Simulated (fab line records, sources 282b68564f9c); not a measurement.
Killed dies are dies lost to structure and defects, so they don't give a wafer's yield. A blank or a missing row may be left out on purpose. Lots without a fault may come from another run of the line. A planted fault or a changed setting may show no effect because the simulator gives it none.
One fault seen from 2 desks | flow rit_cmos | each desk has only its own numbers; what lay behind them comes last

THE TOOL OWNER'S DESK: implanter-01
The tool's own readings at RIT_PWELL_IMPLANT_08: means of the sampled wafers that have a number, for each lot that ran on this tool. A lot is out of limits, marked OUT, if its mean lies more than 4 standard deviations from the usual mean; the brackets give that distance.
Columns: A = dose_ions_cm2 at RIT_PWELL_IMPLANT_08, usual 7e+13
lot  | first seen here | A
L864 | day 3 14:22     | 7e+13
L865 | day 3 19:58     | 7e+13
This desk's finding: nothing out of limits on any of the 2 lots.

THE METROLOGY DESK
What the gauges read, lot by lot, whatever tool the lot ran on: means of the sampled wafers that have a number. A lot is out of limits, marked OUT, if its mean lies more than 4 standard deviations from the usual mean; the brackets give that distance.
Columns: A = PWELL_TW at RIT_PWELL_TW_MEAS_10, usual 960; B = PWELL_RS at RIT_WELLDRIVE_RS_MEAS_02, usual 429.6 ohm/sq
lot  | first seen here | A   | B
L856 | day 1 23:02     | 958 | 429.9
L857 | day 2 05:35     | 958 | 427.9
L858 | day 2 09:26     | 960 | 428.9
L862 | day 3 05:44     | 954 | 429.1
L864 | day 3 14:42     | 945 | 440.0 (+8.0) OUT
L865 | day 3 20:17     | 946 | 439.7 (+7.7) OUT
L870 | day 4 20:49     | 960 | 429.1
L872 | day 5 06:38     | 960 | 430.1
L873 | day 5 11:21     | 962 | 430.0
L874 | day 5 16:45     | 963 | 430.9
L875 | day 5 22:31     | 958 | 430.3
L876 | day 6 03:37     | 961 | 429.0
L878 | day 6 12:42     | 952 | 430.7
L879 | day 6 19:00     | 958 | 431.7
This desk's finding: out of limits on L864, L865; first on L864, day 3 22:04 (PWELL_RS at RIT_WELLDRIVE_RS_MEAS_02). In limits: L856, L857, L858, L862, L870, L872, L873, L874, L875, L876, L878, L879.

PUT TOGETHER
The metrology desk could have raised an alarm at day 3 22:04, on L864, L865.
The tool owner's desk saw nothing out of limits.
The tool owner's desk has L864, L865 on record, within its limits.
Of the lots named, all ran RIT_PWELL_IMPLANT_08 on implanter-01.

WHAT THE SIMULATOR HAD PUT IN
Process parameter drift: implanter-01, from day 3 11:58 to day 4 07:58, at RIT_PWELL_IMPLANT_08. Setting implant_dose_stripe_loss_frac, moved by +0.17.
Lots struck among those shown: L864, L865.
Hours from the fault's start to each desk's first reading out of limits: the metrology desk, 10.
